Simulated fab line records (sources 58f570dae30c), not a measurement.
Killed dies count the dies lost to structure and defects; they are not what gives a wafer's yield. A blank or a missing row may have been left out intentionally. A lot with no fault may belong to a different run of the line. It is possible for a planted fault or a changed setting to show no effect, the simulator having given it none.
Which tool is to blame? + flow berkeley-cmos170 + 7 lots, 21 wafers sampled, at 3 steps of a route of 331

WHAT THE GAUGES READ, wafer by wafer
UCB170_M1_CD_MEAS_90 targets a cd of 700 nm.
| lot  | measured     | on        | cd-nm (nm)        |
|------|--------------|-----------|-------------------|
| L189 | day 7 07:23  | cd-sem-01 | 703.2 700.1 700.4 |
| L192 | day 7 16:59  | cd-sem-02 | 699.6 698.5 698.0 |
| L193 | day 8 14:52  | cd-sem-01 | 697.1 700.4 698.5 |
| L199 | day 9 01:40  | cd-sem-02 | 698.7 698.4 698.4 |
| L202 | day 10 22:59 | cd-sem-02 | 679.5 678.7 679.4 |
| L208 | day 11 14:51 | cd-sem-02 | 698.1 698.5 702.6 |
| L211 | day 11 22:35 | cd-sem-02 | 699.6 698.1 698.8 |

TOOL THAT RAN EACH LOT (tool first, then ch and the chambers of the sampled wafers, then the start)
| lot  | UCB170_M1_METAL_ETCH_12           | UCB170_M1_STRIP_13                   |
|------|-----------------------------------|--------------------------------------|
| L189 | rie-metal-04 ch 0,1, day 7 07:03  | plasma-asher-01 ch 0,1, day 7 07:11  |
| L192 | rie-metal-02 ch 0,1, day 7 16:43  | plasma-asher-01 ch 0,1, day 7 16:51  |
| L193 | rie-metal-02 ch 1, day 8 14:38    | plasma-asher-04 ch 0,1, day 8 14:46  |
| L199 | rie-metal-02 ch 0,1, day 9 01:25  | plasma-asher-04 ch 0,1, day 9 01:33  |
| L202 | rie-metal-02 ch 0,1, day 10 22:46 | plasma-asher-04 ch 0,1, day 10 22:53 |
| L208 | rie-metal-04 ch 0,1, day 11 14:37 | plasma-asher-03 ch 0,1, day 11 14:44 |
| L211 | rie-metal-03 ch 0,1, day 11 22:22 | plasma-asher-04 ch 0,1, day 11 22:29 |
- UCB170_M1_METAL_ETCH_12: etches Al in Cl2/BCl3, stops on PSG, target depth 780 nm, time 130 s.
- UCB170_M1_STRIP_13: strips in O2.

THE ANSWER, worked out from the rows above alone
Rule: the usual values come from the lots themselves. The widest of any qualifying gaps counts: lots, ordered by their means at a reading, are off when they make up no more than a third of the lots, leave a main group of 4 or more, and stand apart from it by 3 or more times the standard deviation of that group's means. The tables above print the reading to a certain number of digits; a main group whose means all agree to those digits is not used. A lot without any number at a reading at which 4 lots or more have one is off too. Where the step has rows for the other lots, those lots are counted as sound.
Off: L202, at UCB170_M1_CD_MEAS_90 (cd-nm). The main group has a mean of 699.3 nm with a standard deviation of 0.96.
A tool fits if, at a process step before that reading, it ran every lot that is off, and no sound lot after the first of them. Gauges at UCB170_M1_CD_MEAS_90: tried the same way as those tools. One fits: UCB170_M1_METAL_ETCH_12 on rie-metal-02. Its last sound lot is L199 (day 9 01:25), its first lot that is off L202 (day 10 22:46): a fault that began between those two fits.

WHAT THE SIMULATOR HAD INSERTED
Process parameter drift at UCB170_M1_METAL_ETCH_12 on rie-metal-02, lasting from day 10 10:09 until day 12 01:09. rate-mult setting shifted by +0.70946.
Lots struck among those shown: L202. Same finding as the rule above.
